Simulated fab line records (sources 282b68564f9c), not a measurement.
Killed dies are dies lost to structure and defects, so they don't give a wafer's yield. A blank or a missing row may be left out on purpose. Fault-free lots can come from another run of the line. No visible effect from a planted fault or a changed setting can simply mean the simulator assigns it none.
Struck lot and sound lot, side by side	flow rit cmos	15 steps out of a route of 202
Sound: the wafers L222.2, L222.4, L222.6. Wafers struck: L231.3, L231.4, L231.5. The cause is given at the end.
Per side, at each step with rows, come the tool, then ch with its chambers, and then its first start. Under that, the readings that differ: sound wafers	struck wafers	difference of the means	sigmas: that difference in standard deviations of wafers without a fault.
alike: words and numbers the same on both sides, and readings whose means are apart by under 2 such deviations; not compared: readings that were withheld, readings missing a value for some wafer, numbers with overlapping values and no deviation given by the record, and bounds like >300 which may hide the same value.
The two part at a step that has a row with sigmas, a row that says differs or no value, or rows on one side only. Numbers that don't overlap but have no deviation are shown without sigmas and don't part them. A reading that every wafer of one side lacks parts them only if that side has two wafers or more.

first, 2 steps without rows for these wafers: RIT_PWELL_PEB_04; RIT_PWELL_DEVELOP_05 (develop time 68 s).
RIT_PWELL_OVL_MEAS_06:
  sound on overlay-02 at day 2 07:56; struck on overlay-01 at day 4 06:36
  alike: PWELL_OVL
then, 2 steps without rows for these wafers: RIT_PWELL_HARDBAKE_07 (time 120 s); RIT_PWELL_IMPLANT_08.
RIT_PWELL_STRIP_09: strips in O2, time 180 s.
  sound on plasma asher-02 ch 0,1, day 2 08:28; struck on plasma asher-03 ch 0,1, day 4 07:05
  alike: drypump motor current A
  not compared: rf hours counter h
RIT_PWELL_TW_MEAS_10:
  sound on film metro-04 at day 2 08:40; struck on film metro-04 at day 4 07:13
  alike: PWELL_TW
then, 1 step without rows for these wafers: RIT_WELLDRIVE_ANNEAL_00 (time 14700 s).
RIT_WELLDRIVE_RS_MEAS_01: a four-point-probe measurement.
  sound on film metro-04 at day 2 13:49; struck on film metro-03 at day 4 12:57
  alike: NWELL_RS
RIT_WELLDRIVE_RS_MEAS_02: a four-point-probe measurement.
  sound on film metro-04 at day 2 15:59; struck on film metro-03 at day 4 13:04
  alike: PWELL_RS
then, 2 steps without rows for these wafers: RIT_NRETRO_HMDS_00 (prime time 60 s); RIT_NRETRO_COAT_01 (resist thk 1300 nm).
RIT_NRETRO_SOFTBAKE_02: time 60 s.
  sound on litho track-01 ch 0, day 2 16:25; struck on litho track-04 ch 0, day 4 13:30
reading	sound	struck	difference	sigmas
heater power total W (W)	34.59 34.55 34.62	35.01 35.04 34.98	+0.42	+8
plate temp C (C)	90.08 90.05 89.96	90.48 90.57 90.71	+0.56	+4
resist line temp C (C)	22.88 23.07 22.89	23.19 23.30 23.24	+0.30	+3
then, 1 step without rows for these wafers: RIT_NRETRO_EXPOSE_03 (exposes mask M4, target cd 43900 nm).
RIT_M1_PROBE_99:
  sound on prober-01 at day 3 20:11; struck on prober-02 at day 5 21:05
reading	sound	struck	difference	sigmas
killed_at_M0_to_M3	0 0 0	0 0 1	+0	+3
  alike: killed at front end, killed dies, killed open, killed short

## WHERE THEY PART
First at RIT_NRETRO_SOFTBAKE_02; last, within this record, at RIT_M1_PROBE_99.

WHY: what had been put in by the simulator
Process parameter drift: litho track-04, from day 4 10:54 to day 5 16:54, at RIT_NRETRO_SOFTBAKE_02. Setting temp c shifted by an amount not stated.
